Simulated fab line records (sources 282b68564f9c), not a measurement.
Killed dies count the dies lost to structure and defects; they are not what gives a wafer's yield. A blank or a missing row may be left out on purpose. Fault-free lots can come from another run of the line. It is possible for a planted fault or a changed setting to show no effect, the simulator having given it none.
One fault through the eyes of 2 desks    flow rit_cmos    only its own numbers are on each desk; what lay behind them is given at the end

== TOOL OWNER'S DESK, pecvd-04 ==
The tool's own readings at RIT_CONTACT_CVD_00 (deposits SiO2 from TEOS, target thk 400 nm, time 61 s): means of the sampled wafers that have a number, for each lot that ran on this tool. Marked OUT: a lot whose mean sits more than 4 standard deviations from the usual mean, which makes it out of limits; the brackets give that distance.
Columns: A = heater_power_w at RIT_CONTACT_CVD_00, usual 308 W
lot   first seen here  A
L836  day 3 02:45      261
L839  day 3 17:05      266
L842  day 4 12:02      246
L845  day 5 01:01      223
L848  day 5 19:22      205
L851  day 6 09:49      225
Result from this desk: across the 6 lots, nothing is out of limits.

== FROM THE METROLOGY DESK ==
What the gauges read for every lot (on any tool): the sampled wafers with a number, averaged. Marked OUT: a lot whose mean sits more than 4 standard deviations from the usual mean, which makes it out of limits; the brackets give that distance.
Columns: A = CONTACT_TEOS_THK at RIT_CONTACT_THK_MEAS_01, usual 401 nm; B = cd_nm at RIT_CONTACT_CD_MEAS_08, usual 999.5 nm; C = cd_nm at RIT_M1_CD_MEAS_90, usual 2599 nm
lot   first seen here  A              B       C
L836  day 3 02:49      404            999.7   2597
L838  day 3 13:02      402            999.3   2600
L839  day 3 17:08      401            998.9   2599
L842  day 4 12:07      398            997.4   2599
L843  day 4 15:38      405            999.9   2602
L844  day 4 23:44      397            1000.4  2598
L845  day 5 01:04      396            999.7   2601
L846  day 5 11:32      402            999.6   2593
L847  day 5 15:19      404            1001.2  2600
L848  day 5 19:26      295 (-24) OUT  1001.2  2598
L851  day 6 09:52      293 (-24) OUT  997.6   2598
L856  day 7 11:56      399            999.8   2599
L858  day 7 21:10      399            998.7   2601
L859  day 8 02:53      403            1001.3  2599
This desk finds L848, L851 out of limits, with the earliest case on L848 at day 5 19:26 (CONTACT_TEOS_THK at RIT_CONTACT_THK_MEAS_01). L836, L838, L839, L842, L843, L844, L845, L846, L847, L856, L858, L859: within limits.

== TAKEN TOGETHER ==
The metrology desk could have raised an alarm at day 5 19:26, on L848, L851.
The tool owner's desk saw nothing out of limits.
Tool owner's desk: L848, L851 on record, inside its limits.
RIT_CONTACT_CVD_00 was run on pecvd-04 by each of the lots named.

== WHAT THE SIMULATOR HAD PUT IN ==
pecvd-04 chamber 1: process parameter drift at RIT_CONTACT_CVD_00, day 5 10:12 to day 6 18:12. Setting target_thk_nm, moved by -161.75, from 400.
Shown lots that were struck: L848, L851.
Delay in hours, fault start to first out-of-limits reading, per desk: metrology desk 9.
